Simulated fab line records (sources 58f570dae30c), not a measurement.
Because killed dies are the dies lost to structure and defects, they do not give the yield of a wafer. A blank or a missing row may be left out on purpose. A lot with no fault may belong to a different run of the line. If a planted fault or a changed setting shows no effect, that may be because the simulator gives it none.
A struck lot beside a sound one + flow berkeley-cmos170 + 14 out of 331 route steps
Sound: the wafers L499.1, L499.5, L499.6. The struck wafers were L508.1, L508.4, L508.5. Last of all comes the cause.
Order at every step that has rows: each side's tool, ch and its chambers, its first start. Under that, the readings that differ: sound wafers + struck wafers + difference of the means + sigmas: that difference in standard deviations of wafers without a fault.
alike: same words and numbers on both sides, and readings whose means sit less than 2 such deviations apart. not compared: any withheld reading, any reading some wafer has no value for, any bound like >300 that may hide the same value, and any number with overlapping values for which the record gives no deviation.
The two part at a step that has a row with sigmas, a row that says differs or no value, or rows on one side only. Numbers that have no deviation but don't overlap get no sigmas and don't part them. Lack of a reading on every wafer of one side parts them only where that side has two or more wafers.

UCB170_SILICIDE_RS_MEAS_02: uses a four-point probe to measure.
  sound on film-metro-03 at day 8 04:46; struck on film-metro-01 at day 10 01:05
  alike: SILICIDE_TI_RS
UCB170_SILICIDE_THK_MEAS_03: measures by xrf.
  sound on film-metro-03 at day 8 04:53; struck on film-metro-01 at day 10 01:13
  alike: SILICIDE_TI_THK
UCB170_SILICIDE_RTA_04: time 15 s.
  sound on rtp-anneal-01 ch 0, day 8 04:56; struck on rtp-anneal-01 ch 0, day 10 01:16
  alike: anneal-temp-c-max, chamber-o2-ppm, lamp-power-pct, wafer_temp_C_max
then, 3 steps without rows for these wafers: UCB170_SILICIDE_WET_ETCH_05 (etches Ti in SPM, time 45 s); UCB170_CONTACT_CLEAN_00 (cleans in SPM, time 600 s); UCB170_CONTACT_CVD_01 (deposits PSG from SiH4/O2/PH3, target thk 700 nm, time 2820 s).
UCB170_CONTACT_THK_MEAS_02:
  sound on film-metro-01 at day 8 07:53; struck on film-metro-03 at day 10 03:46
  alike: CONTACT_PSG_THK
then, 3 steps without rows for these wafers: UCB170_CONTACT_HMDS_03 (prime time 60 s); UCB170_CONTACT_COAT_04 (resist thk 900 nm); UCB170_CONTACT_SOFTBAKE_05 (time 60 s).
UCB170_CONTACT_STRIP_06: strips in O2.
  sound on plasma-asher-01 ch 0,1, day 8 08:24; struck on plasma-asher-02 ch 0,1, day 10 04:40
| reading                      | sound             | struck            | difference | sigmas |
|------------------------------|-------------------|-------------------|------------|--------|
| strip-time-to-endpoint-s (s) | 21.86 21.93 21.87 | 22.02 22.00 22.00 | +0.12      | +2     |
  alike: drypump-motor-current-A, oes-product-au
  not compared: rf-hours-counter-h
then, 1 step without rows for these wafers: UCB170_CONTACT_CLEAN_07 (cleans in SPM, time 600 s).
UCB170_CONTACT_RTA_08: time 10 s.
  sound on rtp-anneal-02 ch 0, day 8 08:41; struck on rtp-anneal-02, day 10 05:01
  no value came back on the struck wafers for anneal-temp-c-max, chamber-o2-ppm, lamp-power-pct (%), wafer_temp_C_max; on the sound wafers anneal-temp-c-max reads 905.3 906.1 906.6
after that, 1 step had no rows for these wafers: UCB170_CONTACT_COAT_09.

== WHERE THEY PART ==
First at UCB170_CONTACT_STRIP_06; last, within this record, at UCB170_CONTACT_RTA_08.

WHY: whatever the simulator had introduced
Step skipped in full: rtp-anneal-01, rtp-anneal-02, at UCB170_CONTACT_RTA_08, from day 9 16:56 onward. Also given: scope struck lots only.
